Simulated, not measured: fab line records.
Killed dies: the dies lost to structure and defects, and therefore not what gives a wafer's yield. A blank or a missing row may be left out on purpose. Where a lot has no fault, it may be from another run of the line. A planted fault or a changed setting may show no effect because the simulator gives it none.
A lot that was struck, set against a sound lot ; flow rit cmos ; 14 steps out of a route of 202
Sound: these wafers, L475.1, L475.5, L475.6. Wafers L465.2, L465.4, L465.6 were the ones struck. At the end, the cause is stated.
At each step with rows: each side's tool, then ch and its chambers, then its first start. Under that, the readings that differ: sound wafers ; struck wafers ; difference of the means ; sigmas: that difference in standard deviations of wafers without a fault.
alike: a reading whose means differ by less than 2 such deviations, as well as words and numbers matching on both sides. not compared: withheld readings; readings where some wafer has no value; bounds like >300 that might hide an equal value; numbers whose values overlap and for which the record gives no deviation.
A row with sigmas, a row that says differs or no value, or rows on one side alone: a step with any of these is where the two part. When numbers do not overlap yet have no deviation, they are printed without sigmas and do not part them. Lack of a reading on every wafer of one side parts them only where that side has two or more wafers.

first, 1 step without rows for these wafers: RIT_PLDD_IMPLANT_08.
RIT_PLDD_STRIP_09: strips in O2, time 180 s.
  sound on plasma asher-02 ch 0,1, day 6 20:58; struck on plasma asher-03 ch 0,1, day 4 21:07
  alike: drypump motor current A
  not compared: rf hours counter h
RIT_PLDD_TW_MEAS_10:
  sound on film metro-04 at day 6 21:09; struck on film metro-02 at day 4 21:18
  alike: PLDD_TW
then, 4 steps without rows for these wafers: RIT_SPACER_CLEAN_00 (cleans in SC1, time 600 s); RIT_SPACER_CLEAN_01 (cleans in dHF, time 30 s); RIT_SPACER_CLEAN_02 (cleans in SC2, time 600 s); RIT_SPACER_CVD_03 (deposits Si3N4 from SiH2Cl2/NH3, target thk 250 nm, time 3300 s).
RIT_SPACER_THK_MEAS_04:
  sound on film metro-02 at day 6 23:31; struck on film metro-03 at day 4 23:38
  alike: SPACER_NITRIDE_THK
RIT_SPACER_ETCHBACK_05: etches Si3N4 in SF6/CHF3, stops on SiO2, target depth 250 nm, time 240 s.
  sound on rie diel-04 ch 0,1,3, day 6 23:35; struck on rie diel-03 ch 0,1,3, day 4 23:41
  alike: drypump motor current A, oes product au, throttle valve pct
  not compared: rf hours counter h
then, 2 steps without rows for these wafers: RIT_NSD_HMDS_00 (prime time 60 s); RIT_NSD_COAT_01 (resist thk 1000 nm).
RIT_NSD_SOFTBAKE_02: time 61.15 s.
  sound on litho track-03 ch 0, day 7 00:02; struck on litho track-03 ch 0, day 5 00:10
  alike: heater power total W, plate sensor t centre C, plate sensor t edge C
RIT_NSD_EXPOSE_03: exposes mask M9, target cd 40700 nm.
  struck on iline stepper-01, day 5 00:26; sound on iline stepper-02 ch 0, day 7 00:11
  no value came back on the struck wafers for exposure dose mJ cm2, focus offset nm (nm), reticle temp C (C); on the sound wafers exposure dose mJ cm2 reads 249.76 249.95 249.85
  alike: mask
after that, 1 step had no rows for these wafers: RIT_NSD_PEB_04.

## WHERE THEY PART
At RIT_NSD_EXPOSE_03 and nowhere else, as far as this record goes.

WHY: what had been put in by the simulator
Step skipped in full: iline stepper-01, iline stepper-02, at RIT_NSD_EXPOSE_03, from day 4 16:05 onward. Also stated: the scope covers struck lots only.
